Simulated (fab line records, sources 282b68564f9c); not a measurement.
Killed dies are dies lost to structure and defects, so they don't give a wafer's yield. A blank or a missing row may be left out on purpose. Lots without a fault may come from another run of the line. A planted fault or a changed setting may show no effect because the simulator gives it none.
A struck lot beside a sound one | flow rit_cmos | 35 steps out of a route of 202
Sound: wafers L613.2, L613.3, L613.6. Struck: wafers L626.1, L626.3, L626.6. The cause comes at the end.
At each step with rows: each side's tool, then ch and its chambers, then its first start. Under that, the readings that differ: sound wafers | struck wafers | difference of the means | sigmas: that difference in standard deviations of wafers without a fault.
alike: readings whose means differ by less than 2 such deviations, and words and numbers that are the same on both sides. not compared: withheld readings, readings that some wafer has no value for, bounds like >300 that may hide the same value, and numbers for which the record gives no deviation and whose values overlap.
The two part at a step that has a row with sigmas, a row that says differs or no value, or rows on one side only. Numbers that don't overlap but have no deviation are shown without sigmas and don't part them. A reading that every wafer of one side lacks parts them only if that side has two wafers or more.

first, 3 steps without rows for these wafers: RIT_PWELL_EXPOSE_03 (exposes mask M3, target cd 43700 nm); RIT_PWELL_PEB_04; RIT_PWELL_DEVELOP_05 (develop time 68 s).
RIT_PWELL_OVL_MEAS_06:
  sound on overlay-02, day 2 00:07; struck on overlay-02, day 4 17:20
  alike: PWELL_OVL
then, 2 steps without rows for these wafers: RIT_PWELL_HARDBAKE_07 (time 120 s); RIT_PWELL_IMPLANT_08.
RIT_PWELL_STRIP_09: strips in O2, time 180 s.
  sound on plasma_asher-03 ch 0,1, day 2 00:33; struck on plasma_asher-03 ch 1, day 4 17:47
  alike: drypump_motor_current_A, rf_refl_power_W
  not compared: rf_hours_counter_h
RIT_PWELL_TW_MEAS_10:
  sound on film_metro-02, day 2 00:44; struck on film_metro-02, day 4 17:57
  alike: PWELL_TW
then, 1 step without rows for these wafers: RIT_WELLDRIVE_ANNEAL_00 (time 14700 s).
RIT_WELLDRIVE_RS_MEAS_01: measures by four-point-probe.
  sound on film_metro-02, day 2 05:53; struck on film_metro-02, day 4 23:07
  alike: NWELL_RS
RIT_WELLDRIVE_RS_MEAS_02: measures by four-point-probe.
  sound on film_metro-02, day 2 06:01; struck on film_metro-02, day 4 23:14
  alike: PWELL_RS
then, 1 step without rows for these wafers: RIT_NRETRO_HMDS_00 (prime time 60 s).
RIT_NRETRO_COAT_01: resist thk 1300 nm.
  sound on litho_track-01 ch 0, day 2 06:17; struck on litho_track-03, day 4 23:31
  no value came back on the struck wafers for chill_plate_temp_C (C), dispense_pressure_kPa (kPa); on the sound wafers chill_plate_temp_C (C) reads 22.86 22.89 22.95
then, 4 steps without rows for these wafers: RIT_NRETRO_SOFTBAKE_02 (time 60 s); RIT_NRETRO_EXPOSE_03 (exposes mask M4, target cd 43900 nm); RIT_NRETRO_PEB_04; RIT_NRETRO_DEVELOP_05 (develop time 68 s).
RIT_NRETRO_OVL_MEAS_06:
  sound on overlay-02, day 2 07:07; struck on overlay-01, day 5 00:22
  reading         | sound         | struck | difference                    | sigmas
  NRETRO_OVL (nm) | -2.2 -1.4 1.0 | - - -  | no value on the struck wafers |
then, 2 steps without rows for these wafers: RIT_NRETRO_HARDBAKE_07 (time 120 s); RIT_NRETRO_IMPLANT_08.
RIT_NRETRO_STRIP_09: strips in O2, time 180 s.
  sound on plasma_asher-01 ch 0,1, day 2 07:33; struck on plasma_asher-03 ch 0,1, day 5 00:48
  alike: drypump_motor_current_A, rf_refl_power_W
  not compared: rf_hours_counter_h
RIT_NRETRO_TW_MEAS_10:
  sound on film_metro-03, day 2 07:44; struck on film_metro-01, day 5 00:58
  alike: NRETRO_TW
then, 6 steps without rows for these wafers: RIT_PRETRO_HMDS_00 (prime time 60 s); RIT_PRETRO_COAT_01 (resist thk 1300 nm); RIT_PRETRO_SOFTBAKE_02 (time 60 s); RIT_PRETRO_EXPOSE_03 (exposes mask M5, target cd 43700 nm); RIT_PRETRO_PEB_04; RIT_PRETRO_DEVELOP_05 (develop time 68 s).
RIT_PRETRO_OVL_MEAS_06:
  sound on overlay-02, day 2 08:47; struck on overlay-02, day 5 02:10
  alike: PRETRO_OVL
then, 2 steps without rows for these wafers: RIT_PRETRO_HARDBAKE_07 (time 120 s); RIT_PRETRO_IMPLANT_08.
RIT_PRETRO_STRIP_09: strips in O2, time 180 s.
  sound on plasma_asher-02 ch 1, day 2 09:16; struck on plasma_asher-03 ch 0,1, day 5 02:37
  alike: drypump_motor_current_A, rf_refl_power_W
  not compared: rf_hours_counter_h
RIT_PRETRO_TW_MEAS_10:
  sound on film_metro-01, day 2 09:27; struck on film_metro-02, day 5 02:47
  reading   | sound       | struck         | difference | sigmas
  PRETRO_TW | 488 485 487 | 1089 1086 1089 | +601       | +97
then, 1 step without rows for these wafers: RIT_GATE_WET_ETCH_00 (etches SiO2 in BOE, target depth 56 nm, time 60 s).
RIT_M1_PROBE_99:
  sound on prober-01, day 3 14:02; struck on prober-02, day 6 07:38
  reading             | sound  | struck      | difference | sigmas
  killed_at_M0_to_M3  | 0 0 0  | 1 0 0       | +0         | +2
  killed_at_front_end | 5 10 7 | 263 264 264 | +256       | +95
  killed_dies         | 5 10 7 | 264 264 264 | +257       | +95
  killed_on_rim       | 2 5 1  | 70 70 70    | +67        | +52
  alike: killed_open, killed_short

WHERE THEY PART
First at RIT_NRETRO_COAT_01; last, within this record, at RIT_M1_PROBE_99.

WHY: what the simulator had put in
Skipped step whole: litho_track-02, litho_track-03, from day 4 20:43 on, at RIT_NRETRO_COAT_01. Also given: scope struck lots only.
